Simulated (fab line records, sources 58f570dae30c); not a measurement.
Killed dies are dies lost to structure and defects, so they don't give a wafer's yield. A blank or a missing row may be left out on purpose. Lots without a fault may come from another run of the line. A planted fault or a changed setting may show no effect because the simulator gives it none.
fab line records | flow berkeley_cmos170
record lots=15 wafers=45 last_day=14
route steps=331 shown PWELL@51 NVT@112 PLDD@153
lots that met no fault: from a run of the same line without faults
start_h: hours from the record's first day to the start of the lot's first wafer shown | wait_h: hours since the lot's step before | " the same as in the row above | L1.1+2: a row that stands for several wafers | - no value, or no start given | * or withheld: withheld | < > ~ a bound
route shown NAME@n: a module of which the file shows steps, and the number in the route of the first | usual: mean/standard deviation of fault-free wafers | same: alike in all rows | chamber/n: place in a boat | sites: the reading at each site | _std_site: their standard deviation | _edge_site: outer sites' mean less inner sites' | radius_mm: how far each site lies from the wafer's centre | mask NAME#n: copy n | behind: the tool/chamber that last shaped the wafer | hold: why the lot was held/for how many hours/how that ended | device: the transistor (n, p or np) that didn't switch | end of line: the same wafers' tests at the end of the route | a step without rows: its recipe alone | killed: dies lost to structure and defects at the first sort, not the wafer's yield | map: a wafer's dies, x killed, . not, _ none there
set.NAME: the setting as run; set.NAME@STEP: as run at that earlier step | model.NAME: the simulator's own value behind a step, which no gauge read
steps of the route over a sample of lots; a table a step, a row a wafer
services: from which hour (start_h, from the record's first day; less than 0 if before it) a tool's chamber was out of use, for how many hours, and why
## steps
# step UCB170_PWELL_TW_MEAS_17
# usual PWELL_TW=378/4.4
# columns lot.wafer tool chamber start_h wait_h PWELL_TW
L866.1 film_metro-02 - 53.20 0.1 371
L866.4 " - " " 369
L866.5 " - " " 371
L868.3 film_metro-03 - 71.10 0.1 383
L868.5 " - " " 382
L868.6 " - " " 381
L869.1 film_metro-03 - 71.64 0.1 382
L869.3 " - " " 383
L869.6 " - " " 381
L870.1 film_metro-03 - 82.29 0.1 385
L870.2 " - " " 384
L870.6 " - " " 384
L871.1 film_metro-02 - 86.47 0.1 373
L871.2 " - " " 374
L871.5 " - " " 375
L872.1 film_metro-01 - 86.71 0.1 380
L872.2 " - " " 382
L872.5 " - " " 378
L873.2 film_metro-03 - 94.42 0.1 385
L873.4 " - " " 385
L873.6 " - " " 384
L877.3 film_metro-03 - 111.19 0.1 382
L877.4 " - " " 380
L877.6 " - " " 382
L879.1 film_metro-02 - 111.22 0.1 372
L879.2 " - " " 372
L879.3 " - " " 373
L881.2 film_metro-03 - 130.20 0.1 383
L881.4 " - " " 382
L881.6 " - " " 384
L880.1 film_metro-01 - 130.86 0.1 381
L880.4 " - " " 382
L880.5 " - " " 381
L883.1 film_metro-01 - 139.85 0.1 379
L883.2 " - " " 379
L883.3 " - " " 383
L886.1 film_metro-03 - 171.71 0.1 380
L886.4 " - " " 382
L886.5 " - " " 381
L887.3 film_metro-03 - 172.01 0.1 382
L887.5 " - " " 382
L887.6 " - " " 380
L888.1 film_metro-02 - 178.54 0.1 375
L888.4 " - " " 372
L888.5 " - " " 373
# step UCB170_NVT_STRIP_08
# recipe chemistry=O2 power_w=400 pressure_mtorr=3500 platen_temp_c=withheld o2_flow_sccm=400 overash_fraction=0.5
# usual drypump_motor_current_A=5.6/0.61 oes_product_au=0.734/0.0044 strip_time_to_endpoint_s=21.64/0.063
# columns lot.wafer tool chamber start_h wait_h drypump_motor_current_A oes_product_au rf_hours_counter_h strip_time_to_endpoint_s
L866.1 plasma_asher-03 0 119.92 0.1 5.0 0.735 39 21.64
L866.4 " 0 " " 5.0 0.730 - 21.64
L866.5 " 1 " " 6.5 0.734 - 21.57
L868.3 plasma_asher-03 0 142.38 0.1 5.0 0.738 - 21.65
L868.5 " 1 " " 6.5 0.727 - 21.61
L868.6 " 0 " " 5.0 0.737 - 21.61
L870.1 plasma_asher-04 1 153.48 0.1 5.8 0.738 43 21.64
L870.2 " 0 " " 5.4 0.730 43 21.69
L870.6 " 0 " " 5.4 0.744 - 21.61
L869.1 plasma_asher-01 0 153.63 0.1 4.8 0.733 42 21.64
L869.3 " 1 " " 6.2 0.735 - 21.67
L869.6 " 0 " " 4.8 0.735 - 21.67
L872.1 plasma_asher-01 1 163.16 0.1 6.2 0.738 43 21.62
L872.2 " 0 " " 4.8 0.734 43 21.77
L872.5 " 0 " " 4.8 0.730 - 21.67
L873.2 plasma_asher-04 1 163.43 0.1 5.8 0.736 44 21.55
L873.4 " 1 " " 5.7 0.735 - 21.57
L873.6 " 1 " " 5.7 0.739 - 21.58
L871.1 plasma_asher-03 0 163.73 0.1 5.0 0.739 44 21.63
L871.2 " 1 " " 6.5 0.732 44 21.71
L871.5 " 1 " " 6.5 0.741 - 21.65
L877.3 plasma_asher-04 0 188.94 0.1 5.4 0.726 - 21.66
L877.4 " 1 " " 5.8 0.732 - 21.67
L877.6 " 0 " " 5.4 0.735 - 21.70
L879.1 plasma_asher-03 0 189.27 0.1 4.9 0.741 47 21.63
L879.2 " 1 " " 6.5 0.732 47 21.59
L879.3 " 0 " " 5.0 0.733 - 21.57
L880.1 plasma_asher-03 1 206.27 0.1 6.5 0.735 48 21.65
L880.4 " 0 " " 5.0 0.730 - 21.60
L880.5 " 0 " " 5.0 0.732 - 21.56
L881.2 plasma_asher-04 0 206.39 0.1 5.4 0.729 49 21.71
L881.4 " 0 " " 5.4 0.739 - 21.69
L881.6 " 1 " " 5.8 0.733 - 21.71
L883.1 plasma_asher-04 1 215.20 0.1 5.8 0.734 50 21.65
L883.2 " 0 " " 5.4 0.734 50 21.55
L883.3 " 0 " " 5.4 0.734 - 21.59
L886.1 plasma_asher-04 1 254.07 0.1 5.7 0.740 53 21.76
L886.4 " 0 " " 5.4 0.737 - 21.71
L886.5 " 0 " " 5.4 0.733 - 21.64
L887.3 plasma_asher-04 0 254.77 0.1 5.4 0.727 - 21.57
L887.5 " 0 " " 5.4 0.727 - 21.57
L887.6 " 1 " " 5.8 0.727 - 21.50
L888.1 plasma_asher-03 0 266.99 0.1 5.0 0.733 54 21.72
L888.4 " 1 " " 6.5 0.737 - 21.64
L888.5 " 0 " " 5.0 0.726 - 21.70
# step UCB170_PLDD_IMPLANT_08
# recipe species=BF2 dose_cm2=5e+13 energy_kev=10 tilt_deg=7 rotation_deg=0
# usual beam_on_s=10.2/0.36 faraday_current_uA=155/5.3
# columns lot.wafer tool chamber start_h wait_h beam_on_s faraday_current_uA
L866.1 implanter-04 0 143.50 0.0 10.2 156
L866.4 " 0 " " 10.1 156
L866.5 " 0 " " 10.0 157
L868.3 implanter-04 0 162.20 0.1 9.9 160
L868.5 " 0 " " 10.0 158
L868.6 " 0 " " 10.1 157
L870.1 implanter-03 0 174.99 0.0 10.5 152
L870.2 " 0 " " 10.7 148
L870.6 " 0 " " 10.5 150
L869.1 implanter-04 0 175.54 0.0 9.9 159
L869.3 " 0 " " 10.2 156
L869.6 " 0 " " 10.2 156
L871.1 implanter-04 0 181.10 0.0 7.8 202
L871.2 " 0 " " 8.2 194
L871.5 " 0 " " 8.0 199
L872.1 implanter-04 0 181.51 0.0 8.2 193
L872.2 " 0 " " 7.9 200
L872.5 " 0 " " 8.1 195
L873.2 implanter-02 0 181.77 0.0 10.2 155
L873.4 " 0 " " 10.0 158
L873.6 " 0 " " 10.4 152
L877.3 implanter-02 0 208.66 0.1 9.9 160
L877.4 " 0 " " 9.9 160
L877.6 " 0 " " 9.8 161
L879.1 implanter-04 0 208.81 0.0 7.9 201
L879.2 " 0 " " 8.0 199
L879.3 " 0 " " 8.0 199
L880.1 implanter-03 0 226.95 0.0 10.5 152
L880.4 " 0 " " 10.6 150
L880.5 " 0 " " 10.5 150
L881.2 implanter-02 0 227.25 0.0 10.2 156
L881.4 " 0 " " 10.3 155
L881.6 " 0 " " 9.9 160
L883.1 implanter-03 0 243.69 0.0 10.8 147
L883.2 " 0 " " 10.7 149
L883.3 " 0 " " 11.0 145
L886.1 implanter-03 0 276.49 0.0 10.8 147
L886.4 " 0 " " 11.0 145
L886.5 " 0 " " 10.7 149
L887.3 implanter-04 0 276.78 0.1 10.0 158
L887.5 " 0 " " 10.0 159
L887.6 " 0 " " 9.6 164
L888.1 implanter-04 0 293.91 0.0 10.3 154
L888.4 " 0 " " 10.1 156
L888.5 " 0 " " 9.7 162
# step UCB170_PLDD_TW_MEAS_11
# usual PLDD_TW=1005/12
# columns lot.wafer tool chamber start_h wait_h PLDD_TW
L866.1 film_metro-03 - 143.90 0.1 1019
L866.4 " - " " 1019
L866.5 " - " " 1020
L868.3 film_metro-03 - 162.57 0.1 1020
L868.5 " - " " 1018
L868.6 " - " " 1018
L870.1 film_metro-02 - 175.39 0.1 990
L870.2 " - " " 994
L870.6 " - " " 986
L869.1 film_metro-03 - 175.94 0.1 1023
L869.3 " - " " 1015
L869.6 " - " " 1015
L871.1 film_metro-02 - 181.50 0.1 962
L871.2 " - " " 967
L871.5 " - " " 960
L872.1 film_metro-02 - 181.91 0.1 963
L872.2 " - " " 959
L872.5 " - " " 961
L873.2 film_metro-03 - 182.15 0.1 1013
L873.4 " - " " 1023
L873.6 " - " " 1019
L877.3 film_metro-04 - 209.03 0.1 1003
L877.4 " - " " 1009
L877.6 " - " " 1003
L879.1 film_metro-03 - 209.21 0.1 988
L879.2 " - " " 983
L879.3 " - " " 988
L880.1 film_metro-04 - 227.35 0.1 1000
L880.4 " - " " 1000
L880.5 " - " " 1000
L881.2 film_metro-03 - 227.64 0.1 1018
L881.4 " - " " 1021
L881.6 " - " " 1016
L883.1 film_metro-02 - 244.09 0.1 992
L883.2 " - " " 989
L883.3 " - " " 1001
L886.1 film_metro-04 - 276.89 0.1 1002
L886.4 " - " " 1001
L886.5 " - " " 1008
L887.3 film_metro-04 - 277.15 0.1 999
L887.5 " - " " 1002
L887.6 " - " " 1004
L888.1 film_metro-02 - 294.31 0.1 994
L888.4 " - " " 996
L888.5 " - " " 995
# step UCB170_SDANNEAL_RS_MEAS_04
# recipe thk_meas_gauge=four-point-probe
# usual PLDD_RS=1031.9/2.6
# columns lot.wafer tool chamber start_h wait_h PLDD_RS[ohm/sq]
L866.1 film_metro-03 - 159.27 0.1 1032.5
L866.4 " - " " 1029.4
L866.5 " - " " 1028.6
L868.3 film_metro-03 - 179.07 0.1 1031.0
L868.5 " - " " 1032.0
L868.6 " - " " 1027.4
L870.1 film_metro-02 - 190.46 0.1 1032.0
L870.2 " - " " 1035.0
L870.6 " - " " 1034.5
L869.1 film_metro-04 - 190.74 0.1 1032.6
L869.3 " - " " 1035.8
L869.6 " - " " 1033.0
L871.1 film_metro-04 - 194.12 0.1 1124.4
L871.2 " - " " 1120.2
L871.5 " - " " 1122.5
L872.1 film_metro-03 - 194.52 0.1 1119.7
L872.2 " - " " 1123.6
L872.5 " - " " 1124.3
L873.2 film_metro-02 - 194.91 0.1 1031.0
L873.4 " - " " 1032.1
L873.6 " - " " 1031.4
L879.1 film_metro-02 - 225.78 0.1 1120.8
L879.2 " - " " 1120.5
L879.3 " - " " 1122.4
L877.3 film_metro-03 - 225.82 0.1 1030.9
L877.4 " - " " 1030.8
L877.6 " - " " 1029.8
L880.1 film_metro-04 - 246.17 0.1 1033.4
L880.4 " - " " 1031.5
L880.5 " - " " 1030.8
L881.2 film_metro-02 - 246.42 0.1 1026.6
L881.4 " - " " 1028.5
L881.6 " - " " 1029.5
L883.1 film_metro-02 - 267.10 0.1 1040.5
L883.2 " - " " 1034.4
L883.3 " - " " 1034.7
L886.1 film_metro-04 - 297.92 0.1 1030.2
L886.4 " - " " 1029.3
L886.5 " - " " 1030.9
L887.3 film_metro-03 - 297.96 0.1 1030.2
L887.5 " - " " 1031.2
L887.6 " - " " 1032.3
L888.1 film_metro-04 - 315.64 0.1 1036.5
L888.4 " - " " 1032.8
L888.5 " - " " 1038.8
## services
# columns tool chamber start_h hours kind
implanter-03 - 98.24 1.5 repair
plasma_asher-03 - 101.27 0.5 repair
implanter-03 - 124.46 1.6 repair
implanter-04 - 202.12 4.1 repair
implanter-02 - 212.20 3.1 pm
plasma_asher-01 - 263.73 15.1 repair
implanter-02 - 276.73 0.9 repair
plasma_asher-01 - 276.76 28.4 repair
## key
first_sign step=UCB170_PLDD_IMPLANT_08 reading=faraday_current_uA direction=up sigmas=8.1 usual=155 struck=198
effect step=UCB170_PLDD_IMPLANT_08 reading=beam_on_s direction=down sigmas=6.2 usual=10.2 struck=8.0
effect step=UCB170_PLDD_TW_MEAS_11 reading=PLDD_TW direction=down sigmas=2.9 usual=1005 struck=970
effect step=UCB170_SDANNEAL_RS_MEAS_04 reading=PLDD_RS direction=up sigmas=35 usual=1031.9 struck=1122.0
met_at UCB170_PLDD_IMPLANT_08
struck_lots L871,L872,L879
sort_left_out L879.1,L879.2,L879.3
tester_left_out L871,L872,L879
not_acting_at UCB170_PWELL_TW_MEAS_17,UCB170_NVT_STRIP_08
onset_between 175.54 181.10
fault kind=process_parameter_drift tool=implanter-04 chamber=- onset_h=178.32 steps=UCB170_PLDD_IMPLANT_08 channel=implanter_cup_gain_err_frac offset=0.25 shape=step end_h=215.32
# tester_left_out: of these lots the tester's yield and bins aren't shown, on N5 and GAA mostly nor the transistor test; their killed dies are dies lost to structure and defects alone, not to doping, threshold or leakage, so they don't give the yield
# sort_left_out: the simulated sort isn't trusted on such a fault, so these wafers' sort isn't shown, and their yield isn't known
